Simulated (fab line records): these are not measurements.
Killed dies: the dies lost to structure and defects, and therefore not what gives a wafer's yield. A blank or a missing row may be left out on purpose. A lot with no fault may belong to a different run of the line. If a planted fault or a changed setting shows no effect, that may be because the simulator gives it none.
Comparing a struck lot with a sound one / flow berkeley cmos170 / 14 steps out of a route of 331
Sound: the wafers L464.2, L464.4, L464.5. Struck: wafers L459.2, L459.5, L459.6. Last of all comes the cause.
Per side, at each step with rows, come the tool, then ch with its chambers, and then its first start. Under that, the readings that differ: sound wafers / struck wafers / difference of the means / sigmas: that difference in standard deviations of wafers without a fault.
alike: words and numbers the same on both sides, and readings whose means are apart by under 2 such deviations; not compared: readings that were withheld, readings missing a value for some wafer, numbers with overlapping values and no deviation given by the record, and bounds like >300 which may hide the same value.
A row with sigmas, a row that says differs or no value, or rows on one side alone: a step with any of these is where the two part. Non-overlapping numbers with no deviation appear without sigmas and do not part them. Lack of a reading on every wafer of one side parts them only where that side has two or more wafers.

first, 4 steps without rows for these wafers: UCB170_NWELL_WET_ETCH_19 (etches SiO2 in BOE, time 22 s); UCB170_PWELL_CLEAN_00 (cleans in SPM, time 600 s); UCB170_PWELL_CLEAN_01 (cleans in dHF, time 60 s); UCB170_PWELL_OXIDATION_02 (target thk 26.4 nm, ox time 1321 s).
UCB170_PWELL_THK_MEAS_03:
  sound: film metro-03 at day 5 22:32; struck: film metro-03 at day 4 16:56
  alike: PWELL_OXIDE_THK
then, 2 steps without rows for these wafers: UCB170_PWELL_ANNEAL_04 (time 900 s); UCB170_PWELL_CVD_05 (deposits Si3N4 from SiH2Cl2/NH3, target thk 220 nm, time 3300 s).
UCB170_PWELL_THK_MEAS_06:
  sound: film metro-01 at day 6 05:25; struck: film metro-03 at day 5 00:29
  alike: PWELL_NITRIDE_THK
then, 4 steps without rows for these wafers: UCB170_PWELL_HMDS_07 (prime time 60 s); UCB170_PWELL_COAT_08 (resist thk 900 nm); UCB170_PWELL_SOFTBAKE_09 (time 60 s); UCB170_PWELL_EXPOSE_10 (exposes mask PWELL, target cd 3000 nm).
UCB170_PWELL_PEB_11:
  sound on litho track-01 ch 0, day 6 07:35; struck on litho track-02, day 5 01:37
  no value came back on the struck wafers for chill plate temp C (C), exhaust pa (Pa); on the sound wafers chill plate temp C (C) reads 23.04 23.01 23.07
then, 1 step without rows for these wafers: UCB170_PWELL_DEVELOP_12 (develop time 45 s).

== WHERE THEY PART ==
Within this record, at UCB170_PWELL_PEB_11 only.

WHY: what had been put in by the simulator
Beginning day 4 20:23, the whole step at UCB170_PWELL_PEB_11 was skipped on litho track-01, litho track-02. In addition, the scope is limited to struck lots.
